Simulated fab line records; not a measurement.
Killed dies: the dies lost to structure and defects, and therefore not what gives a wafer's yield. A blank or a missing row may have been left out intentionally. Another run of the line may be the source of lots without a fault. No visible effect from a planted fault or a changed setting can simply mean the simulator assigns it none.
Lot-split experiment	flow rit-cmos	23 wafers read across 5 lots, on a route 202 steps long

== ON THE SPLIT ==
At RIT_M1_COAT_04 (resist thk 1300 nm), the setting resist-thk-nm was moved away from the recipe's 1300 nm on 6 of the 23 wafers read, by -1.9% to -1.7%. All remaining wafers had this setting at the recipe value.

The split's own step is where the reading is taken.

== THE READING ==
NOVOLAK_of_M1_COAT_04.thk-nm (the simulator's own value, which no gauge read), in nm, at RIT_M1_COAT_04 (resist thk 1300 nm). No usual value for it is given in the file. Average 1299 nm, standard deviation 2.1 nm, over the 17 wafers here run with the recipe.

wafer	tool, chamber at the split	resist-thk-nm as run, nm	against the recipe	NOVOLAK_of_M1_COAT_04.thk-nm, nm	against lot-mates on the recipe
L075.1	litho-track-03, 0	1300	recipe	1301	-
L075.2	litho-track-03, 0	1275	-1.9%	1277	-22
L075.3	litho-track-03, 0	1275	-1.9%	1275	-24
L075.4	litho-track-03, 0	1275	-1.9%	1274	-26
L075.5	litho-track-03, 0	1300	recipe	1298	-
L077.2	litho-track-03, 0	1300	recipe	1298	-
L077.5	litho-track-03, 0	1300	recipe	1296	-
L077.6	litho-track-03, 0	1300	recipe	1294	-
L078.1	litho-track-01, 0	1300	recipe	1300	-
L078.2	litho-track-01, 0	1300	recipe	1300	-
L078.6	litho-track-01, 0	1300	recipe	1300	-
L078.3	litho-track-01, 0	1300	recipe	1298	-
L078.5	litho-track-01, 0	1300	recipe	1301	-
L079.2	litho-track-03, 0	1300	recipe	1296	-
L079.3	litho-track-03, 0	1300	recipe	1295	-
L079.4	litho-track-03, 0	1300	recipe	1300	-
L079.5	litho-track-03, 0	1300	recipe	1300	-
L079.6	litho-track-03, 0	1300	recipe	1300	-
L085.1	litho-track-03, 0	1278	-1.7%	1279	-20
L085.2	litho-track-03, 0	1300	recipe	1299	-
L085.3	litho-track-03, 0	1300	recipe	1300	-
L085.5	litho-track-03, 0	1278	-1.7%	1282	-18
L085.6	litho-track-03, 0	1278	-1.7%	1282	-18

FIT RESULTS
A straight line over all 23 wafers: NOVOLAK_of_M1_COAT_04.thk-nm changes by +11.4 nm for each +1% of resist-thk-nm; r = +0.97; the points scatter about the line by 2.2 nm.
The same after taking each lot's own level away (the mean of its wafers on the recipe; 23 wafers): +11.9 nm for each +1%; r = +0.98; scatter 1.8 nm.
According to that fit, moving resist-thk-nm by its largest amount changes the reading by 23 nm.
Measured against the standard deviation above, the lots' own levels, which go from 1296.0 to 1299.8 nm, span 1.8 times it.
So the lot-to-lot level changes the slope little: the two slopes agree.
Check: -22.9 nm against its lot-mates is what the line predicts for one of the wafers moved furthest among these (-1.9%) when that wafer is left out of the fit. Against them it came out at -22.5 nm.

== FURTHER SPLITS ON THESE WAFERS ==
These wafers also went through other splits before the reading. Each is held against what the fit with the lots' levels taken away leaves over:
other split on the same wafers	wafers away from the commonest value	r with NOVOLAK_of_M1_COAT_04.thk-nm (lot level and that fit taken away)
RIT_NLDD_IMPLANT_08 energy-kev	11	+0.05
RIT_SDANNEAL_RTA_03 time-s	4	-0.03
RIT_CONTACT_EXPOSE_05 dose-mj	10	+0.30

== THE FILE'S OWN FIT ==
NOVOLAK_of_M1_COAT_04.thk-nm changes by +11.9 nm for each +1% of resist-thk-nm, r = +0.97.
